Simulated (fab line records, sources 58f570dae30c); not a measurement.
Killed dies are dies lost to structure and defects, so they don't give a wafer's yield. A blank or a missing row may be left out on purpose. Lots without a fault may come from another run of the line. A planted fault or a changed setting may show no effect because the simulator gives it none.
Problem report in the 8D (eight disciplines) form, filled by code | flow berkeley_cmos170 | the parts of the form that need people (team, actions taken, sign-off) are left out

1. THE PROBLEM
heater_power_total_W at UCB170_NVT_SOFTBAKE_02 reads a mean of 57.42 W on 9 wafers of 3 lots; wafers without a fault read 56.80 W with a standard deviation of 0.042. That is +15 standard deviations from the usual mean.
The step: time 60 s.
First seen on wafer L567.1, day 6 15:23, on litho_track-04. The record holds 45 wafers of 15 lots with a number at this step. Rule for "out", or "out of limits": more than 4 standard deviations from the usual mean. The other wafers with a number count as sound.

2. WHAT IT IS AND WHAT IT IS NOT
question                    | is                                 | is not
which readings at this step | heater_power_total_W, run_length_s | -
which lots                  | L567, L570, L573                   | L561, L562, L563, L564, L565, L575, L576, L578, L581, L582, L583, L584
which wafers of those lots  | all that have a number             | -
read on which tools         | litho_track-04                     | litho_track-01, litho_track-02
when                        | from day 6 15:23                   | up to then (15 sound wafers); but 21 sound wafers of L575, L576, L578, L581, L582, L583, L584 came after

3. SUSPECTS, AND WHAT RULES EACH OUT
Counting: a tool at a process step up to the reading stays a suspect if it ran every lot that is out and no sound lot after the first of them.
- litho_track-04 at UCB170_NVT_SOFTBAKE_02 (time 60 s): kept. It ran every lot that is out, first L567 (day 6 15:23), and no sound lot after that; its last sound lot up to then is L565 (day 6 12:14). Its own readings are out on those wafers: heater_power_total_W, run_length_s.
Left after counting: litho_track-04 at UCB170_NVT_SOFTBAKE_02.

4. THE CAUSE (what the simulator had put in)
Process parameter drift: litho_track-04, from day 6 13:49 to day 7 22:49, at UCB170_NVT_SOFTBAKE_02. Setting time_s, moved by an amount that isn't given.
Counting left only this tool.

5. THE CHAIN OF EFFECTS, in route order
Each row: a reading whose mean over the struck wafers that have a number lies more than 3 standard deviations from the usual. Only readings for which the record gives a usual standard deviation are gone through. hours: the time from each lot's start at the first step in this table that gives one to its start at this step, as a median over the lots. sigmas: the change in usual standard deviations.
hours | step                   | reading              | usual   | on struck wafers | change | sigmas
0     | UCB170_NVT_SOFTBAKE_02 | heater_power_total_W | 56.80 W | 57.42            | +0.62  | +15
0     | UCB170_NVT_SOFTBAKE_02 | run_length_s         | 89.3 s  | 86.5             | -2.8   | -8.4
The process steps in it:
- UCB170_NVT_SOFTBAKE_02: time 60 s.

6. WHAT WOULD HAVE CAUGHT IT SOONER
In this record the first reading out of limits was taken at day 6 15:23, 2 hours after the fault began at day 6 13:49.
